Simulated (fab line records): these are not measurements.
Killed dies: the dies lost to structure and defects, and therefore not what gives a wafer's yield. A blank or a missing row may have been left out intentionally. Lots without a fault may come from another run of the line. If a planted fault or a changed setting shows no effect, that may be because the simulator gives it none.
fab line records ; flow ritCmos
record: lots: 7; wafers: 21; lastDay: 8
route steps=202 shown CONTACT@177 M1@184
lots untouched by any fault: they come from a run of this same line in which no faults occurred
startH: hours from the record's first day to the start of the lot's first wafer shown ; waitH: hours elapsed since this lot's preceding step ; " same as the row above ; L1.1+2: several wafers, shown together as one row ; - no value, or no start given ; * or withheld: withheld ; < > ~ a bound
route shown NAME@n: NAME is a module with steps in the file, n the number in the route of the first one ; usual: mean/standard deviation of fault-free wafers ; same: alike in all rows ; chamber/n: place in a boat ; sites: readings site by site ; _std_site: the standard deviation of these ; _edge_site: inner sites' mean taken away from outer sites' mean ; radiusMm: how far each site lies from the wafer's centre ; mask NAME#n: copy n ; behind: the last tool/chamber to shape the wafer ; hold: why the lot went on hold/how many hours it stayed there/how the hold came to an end ; device: transistor that didn't switch, given as n, p or np ; end of line: tests of these same wafers at the route's end ; for a step that has no rows: nothing shown but its recipe ; killed: dies lost to structure and defects at the first sort, not the wafer's yield ; map: the dies of a wafer, with x for killed, . for not killed, _ for no die there
set.NAME: the setting that was run; set.NAME@STEP: the one run at that earlier step ; model.NAME: the simulator's own value behind a step, which no gauge read
lots seen at some steps along the route; tables by step, rows by wafer
services: the hour from which a tool's chamber was out of use, counted from the record's first day as startH (under 0 if before that day), plus the number of hours and why
== steps ==
step: RIT_CONTACT_OVL_MEAS_09
usual: CONTACT_OVL: -0.4/1.2
lot.wafer;tool;chamber;startH;waitH;CONTACT_OVL[nm]
L411.2;overlay-02;-;56.26;0.1;-0.2
L411.5;overlay-02;-;56.26;0.1;-0.5
L411.6;overlay-02;-;56.26;0.1;1.5
L413.1;overlay-01;-;66.09;0.1;0.1
L413.4;overlay-01;-;66.09;0.1;1.1
L413.5;overlay-01;-;66.09;0.1;1.1
L420.1;overlay-02;-;103.61;0.1;0.1
L420.2;overlay-02;-;103.61;0.1;-0.3
L420.5;overlay-02;-;103.61;0.1;-0.1
L421.1;overlay-02;-;108.92;0.1;-2.4
L421.2;overlay-02;-;108.92;0.1;-2.5
L421.4;overlay-02;-;108.92;0.1;-1.6
L422.1;overlay-02;-;114.27;0.1;-0.2
L422.4;overlay-02;-;114.27;0.1;-0.8
L422.5;overlay-02;-;114.27;0.1;-1.4
L427.2;overlay-01;-;151.99;0.1;-0.4
L427.4;overlay-01;-;151.99;0.1;1.5
L427.5;overlay-01;-;151.99;0.1;-0.5
L432.1;overlay-01;-;179.88;0.1;0.4
L432.5;overlay-01;-;179.88;0.1;0.2
L432.6;overlay-01;-;179.88;0.1;0.5
step: RIT_CONTACT_HARDBAKE_10
recipe: resist: NOVOLAK; tempC: 140; timeS: 60
step: RIT_CONTACT_ETCH_11
recipe: targetDepthA: 4800; overEtchFrac: 0.2; stopOn: TiSi2; chemistry: CHF3/CF4/Ar; target: SiO2; CHF3_flow_sccm: 50; cf4FlowSccm: 10; Ar_flow_sccm: 100; O2_flow_sccm: 5; pressureMtorr: 100; rfW: 200; timeS: 320
usual: O2_flow_sccm: 5.001/0.015; drypumpMotorCurrentA: 5.7/0.35; oesProductAu: 0.991/0.014; throttleValvePct: 8.93/0.14
lot.wafer;tool;chamber;startH;waitH;O2_flow_sccm;drypumpMotorCurrentA;oesProductAu;rfHoursCounterH;throttleValvePct
L411.2;rieDiel-04;1;56.44;0.1;5.016;5.9;0.996;8;9.02
L411.5;rieDiel-04;0;56.44;0.1;5.019;5.2;1.007;-;8.88
L411.6;rieDiel-04;1;56.44;0.1;5.013;6.0;1.000;-;9.00
L413.1;rieDiel-01;0;66.28;0.1;4.997;6.1;0.979;45;8.69
L413.4;rieDiel-01;2;66.28;0.1;4.977;6.0;0.965;102;9.05
L413.5;rieDiel-01;0;66.28;0.1;5.004;6.1;0.972;-;8.69
L420.1;rieDiel-01;2;103.80;0.1;5.010;6.0;0.968;103;9.05
L420.2;rieDiel-01;0;103.80;0.1;4.998;6.1;0.983;46;8.68
L420.5;rieDiel-01;2;103.80;0.1;4.990;6.0;0.964;-;9.05
L421.1;rieDiel-02;1;109.10;0.1;5.008;6.1;0.990;80;8.86
L421.2;rieDiel-02;3;109.10;0.1;5.020;5.6;0.978;43;9.15
L421.4;rieDiel-02;2;109.10;0.1;4.981;5.6;0.998;6;8.81
L422.1;rieDiel-04;2;114.45;0.1;5.025;6.0;0.980;2;9.00
L422.4;rieDiel-04;1;114.45;0.1;4.980;5.9;0.999;9;9.00
L422.5;rieDiel-04;2;114.45;0.1;4.994;6.0;0.985;-;8.98
L427.2;rieDiel-04;3;152.17;0.1;5.017;5.7;0.989;29;9.12
L427.4;rieDiel-04;0;152.17;0.1;5.015;5.1;1.012;18;8.87
L427.5;rieDiel-04;3;152.17;0.1;5.013;5.7;0.987;-;9.10
L432.1;rieDiel-04;2;180.06;0.1;5.003;6.0;0.981;3;8.98
L432.5;rieDiel-04;2;180.06;0.1;4.979;6.0;0.989;-;8.98
L432.6;rieDiel-04;1;180.06;0.1;5.010;6.0;0.991;-;9.00
step: RIT_CONTACT_STRIP_12
recipe: chemistry: O2; timeS: 180; resist: NOVOLAK; platenTempC: withheld; powerW: 500; pressureMtorr: 4000; o2FlowSccm: 4000
usual: drypumpMotorCurrentA: 5.5/0.49; rfReflPowerW: 6.6/1.1
lot.wafer;tool;chamber;startH;waitH;drypumpMotorCurrentA;rfHoursCounterH;rfReflPowerW
L411.2;plasmaAsher-02;1;56.64;0.1;5.9;44;6.8
L411.5;plasmaAsher-02;1;56.64;0.1;5.9;-;6.7
L411.6;plasmaAsher-02;0;56.64;0.1;6.5;-;8.1
L413.1;plasmaAsher-01;1;66.47;0.1;4.9;34;7.7
L413.4;plasmaAsher-01;1;66.47;0.1;4.9;-;7.7
L413.5;plasmaAsher-01;0;66.47;0.1;5.4;-;7.2
L420.1;plasmaAsher-01;0;103.99;0.1;5.3;38;7.4
L420.2;plasmaAsher-01;1;103.99;0.1;4.9;38;7.7
L420.5;plasmaAsher-01;0;103.99;0.1;5.3;-;7.3
L421.1;plasmaAsher-01;1;109.30;0.1;4.9;38;7.7
L421.2;plasmaAsher-01;0;109.30;0.1;5.4;38;7.3
L421.4;plasmaAsher-01;0;109.30;0.1;5.3;-;7.3
L422.1;plasmaAsher-03;0;114.65;0.1;5.8;32;4.9
L422.4;plasmaAsher-03;0;114.65;0.1;5.7;-;5.0
L422.5;plasmaAsher-03;1;114.65;0.1;5.2;-;5.8
L427.2;plasmaAsher-02;1;152.37;0.1;5.9;3;6.4
L427.4;plasmaAsher-02;0;152.37;0.1;6.5;-;8.1
L427.5;plasmaAsher-02;0;152.37;0.1;6.5;-;7.8
L432.1;plasmaAsher-03;0;180.26;0.1;5.8;38;4.7
L432.5;plasmaAsher-03;0;180.26;0.1;5.8;-;4.8
L432.6;plasmaAsher-03;1;180.26;0.1;5.2;-;6.0
step: RIT_CONTACT_CD_MEAS_90
recipe: targetCdNm: 1000
usual: cdNm: 999.7/2.2
lot.wafer;tool;chamber;startH;waitH;cdNm
L411.2;cdSem-01;-;56.83;0.1;998.9
L411.5;cdSem-01;-;56.83;0.1;998.1
L411.6;cdSem-01;-;56.83;0.1;998.8
L413.1;cdSem-01;-;66.65;0.1;1001.4
L413.4;cdSem-01;-;66.65;0.1;999.9
L413.5;cdSem-01;-;66.65;0.1;1002.1
L420.1;cdSem-02;-;104.17;0.1;998.2
L420.2;cdSem-02;-;104.17;0.1;999.0
L420.5;cdSem-02;-;104.17;0.1;996.6
L421.1;cdSem-02;-;109.47;0.1;1002.7
L421.2;cdSem-02;-;109.47;0.1;1001.5
L421.4;cdSem-02;-;109.47;0.1;1003.5
L422.1;cdSem-02;-;114.82;0.1;1000.9
L422.4;cdSem-02;-;114.82;0.1;1001.1
L422.5;cdSem-02;-;114.82;0.1;999.4
L427.2;cdSem-01;-;152.56;0.1;995.1
L427.4;cdSem-01;-;152.56;0.1;997.0
L427.5;cdSem-01;-;152.56;0.1;999.2
L432.1;cdSem-02;-;180.43;0.1;1000.9
L432.5;cdSem-02;-;180.43;0.1;999.9
L432.6;cdSem-02;-;180.43;0.1;1000.8
step: RIT_CONTACT_CLEAN_13
recipe: chemistry: SC1; mix: 3:3:50; timeS: 600; tempC: 75
step: RIT_CONTACT_CLEAN_14
recipe: chemistry: SC2; mix: 3:3:50; timeS: 600; tempC: 75; dry: n2Spin
step: RIT_M1_SPUTTER_00
recipe: material: Al; targetThkNm: 400; powerW: 2000; chamberPressurePa: 0.4; gas: Ar; timeS: 500; substrateTempC: 25
usual: throttleValvePct: 30.2/0.84
lot.wafer;tool;chamber;startH;waitH;throttleValvePct
L411.2;pvdSputter-03;-;57.28;0.0;29.3
L411.5;pvdSputter-03;-;57.28;0.0;31.1
L411.6;pvdSputter-03;-;57.28;0.0;29.4
L413.1;pvdSputter-03;-;67.12;0.0;30.2
L413.4;pvdSputter-03;-;67.12;0.0;29.4
L413.5;pvdSputter-03;-;67.12;0.0;29.3
L420.1;pvdSputter-02;-;104.64;0.0;29.6
L420.2;pvdSputter-02;-;104.64;0.0;30.1
L420.5;pvdSputter-02;-;104.64;0.0;31.3
L421.1;pvdSputter-04;-;109.94;0.0;30.4
L421.2;pvdSputter-04;-;109.94;0.0;31.9
L421.4;pvdSputter-04;-;109.94;0.0;29.6
L422.1;pvdSputter-02;-;115.29;0.0;31.6
L422.4;pvdSputter-02;-;115.29;0.0;29.9
L422.5;pvdSputter-02;-;115.29;0.0;31.8
L427.2;pvdSputter-02;-;153.01;0.0;29.6
L427.4;pvdSputter-02;-;153.01;0.0;29.3
L427.5;pvdSputter-02;-;153.01;0.0;29.9
L432.1;pvdSputter-02;-;180.90;0.0;29.6
L432.5;pvdSputter-02;-;180.90;0.0;29.1
L432.6;pvdSputter-02;-;180.90;0.0;31.6
step: RIT_M1_RS_MEAS_01
recipe: thkMeasGauge: four-point-probe; reads: Al_of_M1_SPUTTER_00
usual: M1_AL_RS: 0.0739/0.00083
lot.wafer;tool;chamber;startH;waitH;M1_AL_RS[ohm/sq]
L411.2;filmMetro-03;-;57.60;0.2;0.0744
L411.5;filmMetro-03;-;57.60;0.2;0.0745
L411.6;filmMetro-03;-;57.60;0.2;0.0744
L413.1;filmMetro-04;-;67.41;0.1;0.0743
L413.4;filmMetro-04;-;67.41;0.1;0.0738
L413.5;filmMetro-04;-;67.41;0.1;0.0739
L420.1;filmMetro-01;-;104.93;0.1;0.0740
L420.2;filmMetro-01;-;104.93;0.1;0.0742
L420.5;filmMetro-01;-;104.93;0.1;0.0749
L421.1;filmMetro-04;-;110.24;0.1;0.0742
L421.2;filmMetro-04;-;110.24;0.1;0.0732
L421.4;filmMetro-04;-;110.24;0.1;0.0750
L422.1;filmMetro-04;-;115.59;0.1;0.0734
L422.4;filmMetro-04;-;115.59;0.1;0.0740
L422.5;filmMetro-04;-;115.59;0.1;0.0735
L427.2;filmMetro-01;-;153.33;0.2;0.0750
L427.4;filmMetro-01;-;153.33;0.2;0.0748
L427.5;filmMetro-01;-;153.33;0.2;0.0751
L432.1;filmMetro-04;-;181.20;0.1;0.0749
L432.5;filmMetro-04;-;181.20;0.1;0.0751
L432.6;filmMetro-04;-;181.20;0.1;0.0738
step: RIT_M1_THK_MEAS_02
recipe: thkMeasGauge: xrf; reads: Al_of_M1_SPUTTER_00
usual: M1_AL_THK: 395/4.9
lot.wafer;tool;chamber;startH;waitH;M1_AL_THK[nm]
L411.2;filmMetro-03;-;57.71;0.1;394
L411.5;filmMetro-03;-;57.71;0.1;395
L411.6;filmMetro-03;-;57.71;0.1;391
L413.1;filmMetro-04;-;67.53;0.1;391
L413.4;filmMetro-04;-;67.53;0.1;398
L413.5;filmMetro-04;-;67.53;0.1;397
L420.1;filmMetro-01;-;105.05;0.1;399
L420.2;filmMetro-01;-;105.05;0.1;396
L420.5;filmMetro-01;-;105.05;0.1;396
L421.1;filmMetro-04;-;110.36;0.1;391
L421.2;filmMetro-04;-;110.36;0.1;397
L421.4;filmMetro-04;-;110.36;0.1;390
L422.1;filmMetro-04;-;115.71;0.1;397
L422.4;filmMetro-04;-;115.71;0.1;392
L422.5;filmMetro-04;-;115.71;0.1;396
L427.2;filmMetro-01;-;153.44;0.1;390
L427.4;filmMetro-01;-;153.44;0.1;394
L427.5;filmMetro-01;-;153.44;0.1;390
L432.1;filmMetro-04;-;181.32;0.1;387
L432.5;filmMetro-04;-;181.32;0.1;389
L432.6;filmMetro-04;-;181.32;0.1;394
step: RIT_M1_HMDS_03
recipe: primeTimeS: 60; primeTempC: 140
step: RIT_M1_COAT_04
recipe: resist: NOVOLAK; spinRpm: 2000; resistThkNm: 1300
step: RIT_M1_SOFTBAKE_05
recipe: resist: NOVOLAK; tempC: 90; timeS: 60
usual: heaterPowerTotalW: 34.57/0.051; plateTempC: 90.01/0.12
lot.wafer;tool;chamber;startH;waitH;heaterPowerTotalW;plateTempC;model.NOVOLAK_of_M1_COAT_04.thkNm
L411.2;lithoTrack-04;0;58.08;0.1;34.54;89.96;1303
L411.5;lithoTrack-04;0;58.08;0.1;34.53;90.15;1298
L411.6;lithoTrack-04;0;58.08;0.1;34.53;90.08;1304
L413.1;lithoTrack-01;0;67.89;0.1;34.60;90.04;1299
L413.4;lithoTrack-01;0;67.89;0.1;34.53;90.15;1298
L413.5;lithoTrack-01;0;67.89;0.1;34.57;89.94;1296
L420.1;lithoTrack-04;0;105.41;0.1;37.69;95.65;1275
L420.2;lithoTrack-04;0;105.41;0.1;37.73;95.89;1277
L420.5;lithoTrack-04;0;105.41;0.1;37.73;95.81;1278
L421.1;lithoTrack-04;0;110.72;0.1;37.55;95.76;1287
L421.2;lithoTrack-04;0;110.72;0.1;37.78;95.69;1281
L421.4;lithoTrack-04;0;110.72;0.1;37.73;96.00;1285
L422.1;lithoTrack-04;0;116.16;0.1;37.67;95.73;1278
L422.4;lithoTrack-04;0;116.16;0.1;37.69;95.85;1277
L422.5;lithoTrack-04;0;116.16;0.1;37.77;95.65;1278
L427.2;lithoTrack-01;0;153.81;0.1;34.56;90.12;1298
L427.4;lithoTrack-01;0;153.81;0.1;34.50;90.24;1296
L427.5;lithoTrack-01;0;153.81;0.1;34.55;90.24;1298
L432.1;lithoTrack-01;0;181.68;0.1;34.57;89.83;1298
L432.5;lithoTrack-01;0;181.68;0.1;34.53;89.87;1298
L432.6;lithoTrack-01;0;181.68;0.1;34.68;89.85;1296
step: RIT_M1_EXPOSE_06
recipe: maskId: M12; na: 0.6; sourceShape: conventional; sigmaOuter: 0.5; targetCdNm: 2600; doseMj: 250
step: RIT_M1_PEB_07
recipe: resist: NOVOLAK; tempC: withheld; timeS: withheld
step: RIT_M1_DEVELOP_08
recipe: resist: NOVOLAK; developTimeS: 68; devTempC: 23
lot.wafer;tool;chamber;startH;waitH;model.NOVOLAK_of_M1_COAT_04.thkNm
L411.2;lithoTrack-04;0;-;-;1302
L411.5;lithoTrack-04;0;-;-;1298
L411.6;lithoTrack-04;0;-;-;1303
L413.1+4;lithoTrack-04;0;-;-;1298
L413.5;lithoTrack-04;0;-;-;1295
L420.1;lithoTrack-02;0;-;-;1274
L420.2+5;lithoTrack-02;0;-;-;1277
L421.1;lithoTrack-04;0;-;-;1287
L421.2;lithoTrack-04;0;-;-;1280
L421.4;lithoTrack-04;0;-;-;1285
L422.1;lithoTrack-02;0;-;-;1278
L422.4;lithoTrack-02;0;-;-;1276
L422.5;lithoTrack-02;0;-;-;1277
L427.2;lithoTrack-04;0;-;-;1297
L427.4;lithoTrack-04;0;-;-;1295
L427.5;lithoTrack-04;0;-;-;1298
L432.1+5;lithoTrack-04;0;-;-;1298
L432.6;lithoTrack-04;0;-;-;1296
step: RIT_M1_CD_MEAS_09
recipe: targetCdNm: 2600
usual: cdNm: 2599.7/2
lot.wafer;tool;chamber;startH;waitH;cdNm
L411.2;cdSem-02;-;58.78;-;2601.0
L411.5;cdSem-02;-;58.78;-;2601.0
L411.6;cdSem-02;-;58.78;-;2602.2
L413.1;cdSem-02;-;68.60;-;2599.9
L413.4;cdSem-02;-;68.60;-;2598.7
L413.5;cdSem-02;-;68.60;-;2599.4
L420.1;cdSem-01;-;105.99;-;2594.8
L420.2;cdSem-01;-;105.99;-;2596.8
L420.5;cdSem-01;-;105.99;-;2593.5
L421.1;cdSem-01;-;111.42;-;2595.2
L421.2;cdSem-01;-;111.42;-;2594.1
L421.4;cdSem-01;-;111.42;-;2596.9
L422.1;cdSem-01;-;116.87;-;2597.5
L422.4;cdSem-01;-;116.87;-;2598.5
L422.5;cdSem-01;-;116.87;-;2597.3
L427.2;cdSem-01;-;154.39;-;2598.9
L427.4;cdSem-01;-;154.39;-;2598.6
L427.5;cdSem-01;-;154.39;-;2599.7
L432.1;cdSem-02;-;182.38;-;2599.9
L432.5;cdSem-02;-;182.38;-;2599.3
L432.6;cdSem-02;-;182.38;-;2599.2
step: RIT_M1_PROBE_99
usual: defectLimitedYield: 97.2/1.2; killedAtContacts: 0.1/0.27; killedAtFrontEnd: 7/3.1; killedDies: 7/3.2; killedOpen: 3.8/2.1; killedShort: 3.6/2; sort_bin_3_pad_short: 0.1/0.22; sort_bin_5_function: 1.7/0.8; sort_bin_6_memory: 1.0/0.64; sortNPass: 257/3.2; sortYieldPct: 97.2/1.2
same: grossDies: 264; killed_at_M0_to_M3: 0; killed_at_M4_up: 0; killedAtBackSide: 0; killedAtOther: 0
lot.wafer;tool;chamber;startH;waitH;defectLimitedYield[%];killedAtContacts;killedAtFrontEnd;killedDies;killedOpen;killedShort;sort_bin_3_pad_short[%];sort_bin_5_function[%];sort_bin_6_memory[%];sortNPass;sortYieldPct[%]
L420.1;prober-02;-;108.65;0.1;96.6;0;9;9;3;6;0.4;1.5;1.5;255;96.6
L420.2;prober-02;-;108.70;0.1;97.7;0;6;6;3;3;0;1.9;0.4;258;97.7
L420.5;prober-02;-;108.85;0.2;95.8;0;11;11;4;7;0;2.3;1.9;253;95.8
L422.1;prober-02;-;119.58;0.1;98.5;0;4;4;2;2;0;0.8;0.8;260;98.5
L422.4;prober-02;-;119.73;0.2;98.9;0;3;3;3;0;0;0.8;0.4;261;98.9
L422.5;prober-02;-;119.78;0.2;98.9;0;3;3;1;2;0;0.8;0.4;261;98.9
killed by level:class
L420.1 GATE:geometricParticle:short=2 GATE:geometricParticle:open=2 FOX2:geometricParticle:short=1 REOX:geometricParticle:short=1 SPACER:geometricParticle:short=1 SPACER:geometricParticle:open=1 SILICIDE:geometricParticle:short=1
L420.2 GATE:geometricParticle:open=2 SPACER:geometricParticle:short=2 SPACER:geometricParticle:open=1 SILICIDE:geometricParticle:short=1
L420.5 GATE:geometricParticle:short=3 SILICIDE:geometricParticle:short=3 FOX1:geometricParticle:short=1 FOX2:geometricParticle:open=1 GATE:geometricParticle:open=1 REOX:geometricParticle:open=1 SILICIDE:geometricParticle:open=1
L422.1 GATE:geometricParticle:open=2 SPACER:geometricParticle:short=2
L422.4 GATE:geometricParticle:open=2 FOX1:geometricParticle:open=1
L422.5 GATE:geometricParticle:short=1 SPACER:geometricParticle:short=1 SILICIDE:geometricParticle:open=1
== services ==
tool;chamber;startH;hours;kind
plasmaAsher-03;-;54.35;4.3;repair
plasmaAsher-01;-;54.84;6.3;repair
pvdSputter-03;-;58.43;1.1;repair
rieDiel-02;-;65.82;14.6;pm
rieDiel-04;2;67.37;2.4;repair
pvdSputter-02;-;70.88;4.7;repair
plasmaAsher-02;-;108.75;9.0;pm
plasmaAsher-02;0;108.75;9.0;ventCycle
plasmaAsher-02;1;108.75;9.0;ventCycle
pvdSputter-03;-;113.26;11.7;repair
plasmaAsher-02;0;117.75;-;clean
plasmaAsher-02;1;117.75;-;clean
rieDiel-01;1;132.79;2.2;repair
rieDiel-01;-;136.51;0.1;repair
rieDiel-02;0;156.97;3.9;repair
rieDiel-01;3;162.46;1.8;repair
rieDiel-02;0;163.51;-;clean
rieDiel-02;0;163.51;22.0;scheduledDown
rieDiel-02;0;163.51;22.0;ventCycle
rieDiel-02;2;170.87;18.4;repair
rieDiel-04;-;175.47;0.4;repair
plasmaAsher-02;-;180.85;0.5;repair
== key ==
firstSign: step: RIT_M1_SOFTBAKE_05; reading: heaterPowerTotalW; direction: up; sigmas: 62; usual: 34.57; struck: 37.70
effect: step: RIT_M1_SOFTBAKE_05; reading: plateTempC; direction: up; sigmas: 47; usual: *; struck: *
effect: step: RIT_M1_CD_MEAS_09; reading: cdNm; direction: down; sigmas: 1.9; usual: 2599.7; struck: 2596.1; through: controlLoop
modelEffect: step: RIT_M1_SOFTBAKE_05; value: NOVOLAK_of_M1_COAT_04.thkNm; without: 1299; struck: 1280
modelEffect: step: RIT_M1_DEVELOP_08; value: NOVOLAK_of_M1_COAT_04.thkNm; without: 1299; struck: 1279
metAt RIT_M1_SOFTBAKE_05
struckWafers L420.1,L420.2,L420.5,L421.1,L421.2,L421.4,L422.1,L422.4,L422.5
loopTrim: step: RIT_M1_EXPOSE_06; setting: dose; lots: L422
onsetBetween 58.08 105.41
fault: kind: processParameterDrift; tool: lithoTrack-04; chamber: -; onsetH: 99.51; steps: RIT_M1_SOFTBAKE_05; channel: tempC; offset: *; shape: step; endH: 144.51; actsIn: *; stated: *
loopTrim: a control loop set the setting to another value than it would have without faults
